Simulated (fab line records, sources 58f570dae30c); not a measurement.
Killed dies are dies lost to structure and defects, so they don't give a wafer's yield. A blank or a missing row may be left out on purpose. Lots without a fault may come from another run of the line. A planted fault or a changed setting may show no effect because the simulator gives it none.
One fault seen from 2 desks | flow berkeley_cmos170 | each desk has only its own numbers; what lay behind them comes last

THE METROLOGY DESK
What the gauges read, lot by lot, whatever tool the lot ran on: means of the sampled wafers that have a number. A lot is out of limits, marked OUT, if its mean lies more than 4 standard deviations from the usual mean; the brackets give that distance.
Columns: A = INCOMING_BOW at UCB170_START_BOW_MEAS_00, usual 0 um; B = cd_nm at UCB170_M2_CD_MEAS_15, usual 699.8 nm
lot  | first seen here | A  | B
L432 | day 1 10:04     | -4 | 699.0
L433 | day 1 15:01     | 4  | 698.8
L434 | day 1 20:01     | 4  | 699.1
L435 | day 2 01:01     | -5 | 697.6
L436 | day 2 06:01     | -4 | 700.4
L437 | day 2 11:00     | -4 | 700.2
L438 | day 2 16:00     | 1  | 700.3
L440 | day 3 02:00     | 3  | 700.1
L441 | day 3 07:00     | 2  | 700.0
L442 | day 3 12:04     | 6  | 703.0
L448 | day 4 18:01     | -1 | 699.5
L450 | day 5 04:01     | -3 | 700.2
L453 | day 5 19:01     | 2  | 699.8
L455 | day 6 05:01     | -2 | 700.4
This desk's finding: nothing out of limits on any of the 14 lots.

THE TOOL OWNER'S DESK: rtp_anneal-02
The tool's own readings at UCB170_CONTACT_RTA_08 (time 10 s): means of the sampled wafers that have a number, for each lot that ran on this tool. A lot is out of limits, marked OUT, if its mean lies more than 4 standard deviations from the usual mean; the brackets give that distance.
Columns: A = lamp_power_pct at UCB170_CONTACT_RTA_08, usual 22.2 %; B = wafer_temp_C_max at UCB170_CONTACT_RTA_08, usual 905.5
lot  | first seen here | A               | B
L432 | day 8 15:58     | 21.6            | 904.7
L433 | day 8 16:17     | 21.6            | 905.7
L437 | day 9 01:22     | 21.6            | 907.2
L436 | day 9 07:20     | 21.6            | 904.9
L441 | day 9 22:20     | 21.6            | 906.4
L442 | day 10 00:09    | 21.6            | 905.7
L450 | day 11 17:25    | 25.2 (+4.0) OUT | 959.8 (+58) OUT
L453 | day 12 07:58    | 25.2 (+4.0) OUT | 960.4 (+58) OUT
This desk's finding: out of limits on L450, L453; first on L450, day 11 17:25 (lamp_power_pct at UCB170_CONTACT_RTA_08). In limits: L432, L433, L437, L436, L441, L442.

PUT TOGETHER
The tool owner's desk could have raised an alarm at day 11 17:25, on L450, L453.
The metrology desk saw nothing out of limits.
The metrology desk has L450, L453 on record, within its limits.
Of the lots named, all ran UCB170_CONTACT_RTA_08 on rtp_anneal-02.

WHAT THE SIMULATOR HAD PUT IN
Process parameter drift: rtp_anneal-02, from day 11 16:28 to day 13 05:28, at UCB170_CONTACT_RTA_08. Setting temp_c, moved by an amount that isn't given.
Lots struck among those shown: L450, L453.
Hours from the fault's start to each desk's first reading out of limits: the tool owner's desk, 1.
